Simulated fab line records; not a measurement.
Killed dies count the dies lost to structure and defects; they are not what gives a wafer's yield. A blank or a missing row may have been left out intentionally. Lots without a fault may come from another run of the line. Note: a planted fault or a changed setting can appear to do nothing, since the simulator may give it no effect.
Tool commonality check    flow ritCmos    Sample size 13 lots and 39 wafers

== WHY THIS WAS OPENED ==
At RIT_ACTIVE_CD_MEAS_11 the reading cdNm is flagged on 1 of 13 lots. Wafers without a fault read 1399.7 nm, standard deviation 2.4.
Rule: a lot is flagged in two cases, either no wafer of it has a number, or all its wafers with numbers fall more than 4 standard deviations from that mean. The rest of the lots are taken to be sound.

lot   measured     on        cdNm (nm), wafer by wafer  flag
L915  day 1 14:34  cdSem-01  1399.9 1403.6 1402.6       
L916  day 1 20:44  cdSem-01  1397.1 1395.5 1395.9       
L918  day 2 05:36  cdSem-01  1398.5 1398.4 1399.9       
L919  day 2 13:16  cdSem-01  1399.0 1402.5 1400.1       
L921  day 2 23:02  cdSem-01  1399.9 1399.6 1400.9       
L922  day 3 02:09  cdSem-01  1402.5 1401.7 1404.9       
L924  day 3 11:28  cdSem-01  1398.9 1397.6 1395.2       
L926  day 3 21:34  cdSem-01  1552.1 1552.2 1551.2       FLAGGED
L934  day 5 13:46  cdSem-02  1398.8 1400.4 1400.3       
L935  day 5 18:42  cdSem-01  1398.2 1397.0 1397.6       
L936  day 6 00:39  cdSem-01  1401.0 1399.3 1400.5       
L937  day 6 05:19  cdSem-02  1404.0 1400.8 1403.2       
L938  day 6 10:41  cdSem-02  1399.9 1399.4 1400.1       
The mean of the flagged lots' numbers is 1551.8 nm, +152.1 nm from the usual (+63 standard deviations).

== LOT BY LOT: THE TOOL USED ==
The record holds 1 process step before the reading, out of a route of 202 steps. Each cell gives the tool, then ch followed by the chambers the sampled wafers passed through, then the start.
lot   flag     RIT_ACTIVE_EXPOSE_08
L915           ilineStepper-02 ch 0, day 1 14:10
L916           ilineStepper-01 ch 0, day 1 20:20
L918           ilineStepper-01 ch 0, day 2 05:12
L919           ilineStepper-01 ch 0, day 2 12:52
L921           ilineStepper-01 ch 0, day 2 22:38
L922           ilineStepper-01 ch 0, day 3 01:45
L924           ilineStepper-01 ch 0, day 3 11:04
L926  FLAGGED  ilineStepper-01 ch 0, day 3 21:10
L934           ilineStepper-01 ch 0, day 5 13:22
L935           ilineStepper-01 ch 0, day 5 18:18
L936           ilineStepper-01 ch 0, day 6 00:15
L937           ilineStepper-01 ch 0, day 6 04:55
L938           ilineStepper-01 ch 0, day 6 10:17
What is done by these steps:
- RIT_ACTIVE_EXPOSE_08: exposes mask M1, target cd 1400 nm.
- RIT_ACTIVE_CD_MEAS_11: target cd 1400 nm.

== FLAGGED OVER TOTAL, TOOL BY TOOL (the gauges that took the reading come last) ==
step                   tool             lots run  flagged  share of the flagged lots  sound lots run after its first flagged lot
RIT_ACTIVE_EXPOSE_08   ilineStepper-01  12        1        all                        5 (L934,L935,L936,L937,L938)
RIT_ACTIVE_EXPOSE_08   ilineStepper-02  1         0        none                       -
RIT_ACTIVE_CD_MEAS_11  cdSem-01         10        1        all                        2 (L935,L936)
RIT_ACTIVE_CD_MEAS_11  cdSem-02         3         0        none                       -

== WHAT IS ALLOWED BY THE TABLE ==
Rows of the table that ran all the flagged lots, 2 in number: ilineStepper-01 at RIT_ACTIVE_EXPOSE_08; cdSem-01 at RIT_ACTIVE_CD_MEAS_11.
- ilineStepper-01 at RIT_ACTIVE_EXPOSE_08 ran 12 lots, 1 of them flagged. Sound lots followed the first flagged one (L934, L935, L936, L937, L938) on it, something a lasting fault affecting the whole tool could not allow.
- cdSem-01 at RIT_ACTIVE_CD_MEAS_11 ran 10 lots, 1 of them flagged. Sound lots followed the first flagged one (L935, L936) on it, something a lasting fault affecting the whole tool could not allow.
None of the table's rows ran every flagged lot and, after the first, no sound lot.

== WHAT WAS PUT IN BY THE SIMULATOR ==
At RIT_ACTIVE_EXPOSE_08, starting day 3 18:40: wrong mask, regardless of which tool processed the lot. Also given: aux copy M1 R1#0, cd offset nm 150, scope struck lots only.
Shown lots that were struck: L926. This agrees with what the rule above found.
